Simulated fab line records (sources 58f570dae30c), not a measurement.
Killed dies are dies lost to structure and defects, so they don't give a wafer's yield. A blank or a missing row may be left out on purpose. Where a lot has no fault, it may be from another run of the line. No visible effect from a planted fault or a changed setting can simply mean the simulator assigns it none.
Chamber matching :: flow berkeley-cmos170 :: rie-diel-03 running UCB170_M2_ETCH_17: 4 sister chambers
The step etches BARC in N2/H2. 14 wafers are shown with their chamber, then 7 later ones without.

WAFERS, EACH WITH ITS CHAMBER
wafer: L859.4
chamber: 3
throttle-valve-pct (%): 13.20
drypump-motor-current-A (A): 5.8
oes-product-au (a.u.): 1.029

wafer: L859.5
chamber: 0
throttle-valve-pct (%): 13.54
drypump-motor-current-A (A): 6.2
oes-product-au (a.u.): 1.002

wafer: L859.6
chamber: 3
throttle-valve-pct (%): 13.21
drypump-motor-current-A (A): 5.8
oes-product-au (a.u.): 1.031

wafer: L858.2
chamber: 1
throttle-valve-pct (%): 13.45
drypump-motor-current-A (A): 5.3
oes-product-au (a.u.): 0.985

wafer: L858.4
chamber: 2
throttle-valve-pct (%): 13.06
drypump-motor-current-A (A): 6.6
oes-product-au (a.u.): 0.985

wafer: L858.6
chamber: 3
throttle-valve-pct (%): 13.18
drypump-motor-current-A (A): 5.8
oes-product-au (a.u.): 1.038

wafer: L861.4
chamber: 2
throttle-valve-pct (%): 13.06
drypump-motor-current-A (A): 6.6
oes-product-au (a.u.): 0.987

wafer: L861.5
chamber: 3
throttle-valve-pct (%): 13.20
drypump-motor-current-A (A): 5.8
oes-product-au (a.u.): 1.040

wafer: L861.6
chamber: 2
throttle-valve-pct (%): 13.06
drypump-motor-current-A (A): 6.5
oes-product-au (a.u.): 0.997

wafer: L862.3
chamber: 2
throttle-valve-pct (%): 13.06
drypump-motor-current-A (A): 6.6
oes-product-au (a.u.): 0.988

wafer: L862.5
chamber: 0
throttle-valve-pct (%): 13.55
drypump-motor-current-A (A): 6.3
oes-product-au (a.u.): 0.989

wafer: L862.6
chamber: 3
throttle-valve-pct (%): 13.19
drypump-motor-current-A (A): 5.8
oes-product-au (a.u.): 1.024

wafer: L863.2
chamber: 0
throttle-valve-pct (%): 13.55
drypump-motor-current-A (A): 6.2
oes-product-au (a.u.): 1.006

wafer: L863.3
chamber: 1
throttle-valve-pct (%): 13.44
drypump-motor-current-A (A): 5.4
oes-product-au (a.u.): 0.991

SIGNATURES (means of the wafers above)
reading: throttle-valve-pct
chamber 0: 13.5467
chamber 1: 13.4450
chamber 2: 13.0600
chamber 3: 13.1960
scatter within a chamber: 0.00798

reading: drypump-motor-current-A
chamber 0: 6.233
chamber 1: 5.350
chamber 2: 6.575
chamber 3: 5.800
scatter within a chamber: 0.0438

reading: oes-product-au
chamber 0: 0.99900
chamber 1: 0.98800
chamber 2: 0.98925
chamber 3: 1.03240
scatter within a chamber: 0.00659
Rule: for each reading, subtract the chamber's mean from the wafer's reading, divide by that reading's scatter and square the result; add these up over the readings and take the root, which gives the wafer's distance from the chamber. The wafer belongs to the nearest chamber; if the next one is less than 2 further off, it can't be placed. The scatter: take each reading less its chamber's mean, square it, sum over the shown wafers, divide by the number of wafers less the number of chambers, and take the root.

WAFERS MISSING THEIR CHAMBER
wafer: L863.4
throttle-valve-pct (%): 13.08
drypump-motor-current-A (A): 6.6
oes-product-au (a.u.): 1.000

wafer: L864.1
throttle-valve-pct (%): 13.06
drypump-motor-current-A (A): 6.6
oes-product-au (a.u.): 0.989

wafer: L864.3
throttle-valve-pct (%): 13.58
drypump-motor-current-A (A): 6.2
oes-product-au (a.u.): 1.000

wafer: L864.6
throttle-valve-pct (%): 13.56
drypump-motor-current-A (A): 6.2
oes-product-au (a.u.): 0.999

wafer: L876.2
throttle-valve-pct (%): 13.18
drypump-motor-current-A (A): 5.8
oes-product-au (a.u.): 1.028

wafer: L876.3
throttle-valve-pct (%): 13.06
drypump-motor-current-A (A): 6.6
oes-product-au (a.u.): 0.975

wafer: L876.4
throttle-valve-pct (%): 13.44
drypump-motor-current-A (A): 5.3
oes-product-au (a.u.): 0.981

WHICH CHAMBER EACH WENT THROUGH
wafer: L863.4
from the rows above: 2
in truth: 2

wafer: L864.1
from the rows above: 2
in truth: 2

wafer: L864.3
from the rows above: 0
in truth: 0

wafer: L864.6
from the rows above: 0
in truth: 0

wafer: L876.2
from the rows above: 3
in truth: 3

wafer: L876.3
from the rows above: 2
in truth: 2

wafer: L876.4
from the rows above: 1
in truth: 1
Correct placement for 7 of the 7. Number that these rows cannot place: 0. 0 placed wrongly.
